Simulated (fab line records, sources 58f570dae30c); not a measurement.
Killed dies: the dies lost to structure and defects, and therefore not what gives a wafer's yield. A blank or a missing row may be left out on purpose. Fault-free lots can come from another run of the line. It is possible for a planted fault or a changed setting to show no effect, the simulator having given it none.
One fault through the eyes of 2 desks | flow berkeley-cmos170 | each desk holds nothing but its own numbers, with what lay behind them at the end

## METROLOGY DESK
What the gauges read for every lot (on any tool): the sampled wafers with a number, averaged. Any lot whose mean is over 4 standard deviations away from the usual mean is out of limits and marked OUT; that distance is given in the brackets.
Columns: A = GATE_OVL at UCB170_GATE_OVL_MEAS_13, usual -1 nm
lot  | first seen here | A
L714 | day 7 18:48     | 4
L713 | day 7 19:26     | 3
L715 | day 8 08:55     | 3
L719 | day 8 14:30     | -4
L720 | day 8 14:48     | 1
L718 | day 8 15:16     | 1
L717 | day 8 15:20     | -1
L721 | day 9 07:28     | -5
L726 | day 10 03:32    | -4
L725 | day 10 04:06    | -3
L727 | day 11 01:40    | 2
L731 | day 11 01:53    | -3
L734 | day 11 16:01    | -5
L735 | day 12 02:11    | -1
This desk's verdict: no lot among the 14 shows anything out of limits.

## THE TOOL OWNER'S DESK: litho-track-02
At UCB170_PSD_SOFTBAKE_02 (time 60 s), the tool's own readings, given per lot that ran on this tool as the mean of the sampled wafers with a number. Any lot whose mean is over 4 standard deviations away from the usual mean is out of limits and marked OUT; that distance is given in the brackets.
Columns: A = run-length-s at UCB170_PSD_SOFTBAKE_02, usual 89.34 s
lot  | first seen here | A
L713 | day 8 06:31     | 89.11
L715 | day 9 01:20     | 89.18
L720 | day 9 01:47     | 89.10
L725 | day 10 15:36    | 89.23
L731 | day 11 13:49    | 110.67 (+99 or more) OUT
L727 | day 11 14:16    | 110.69 (+99 or more) OUT
This desk's finding: out of limits on L727, L731; first on L731, day 11 13:49 (run-length-s at UCB170_PSD_SOFTBAKE_02). L713, L715, L720, L725 stayed within limits.

## TAKEN TOGETHER
At day 11 13:49, on L727, L731, the tool owner's desk was in a position to raise an alarm.
Metrology desk: nothing out of limits seen.
The metrology desk has L727, L731 on record, within its limits.
Of the lots named, all ran UCB170_PSD_SOFTBAKE_02 on litho-track-02.

## WHAT THE SIMULATOR HAD PUT IN
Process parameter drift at UCB170_PSD_SOFTBAKE_02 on litho-track-02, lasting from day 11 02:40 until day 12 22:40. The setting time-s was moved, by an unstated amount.
Lots struck among those shown: L727, L731.
How many hours passed from the start of the fault until each desk's first out-of-limits reading: the tool owner's desk, 11.
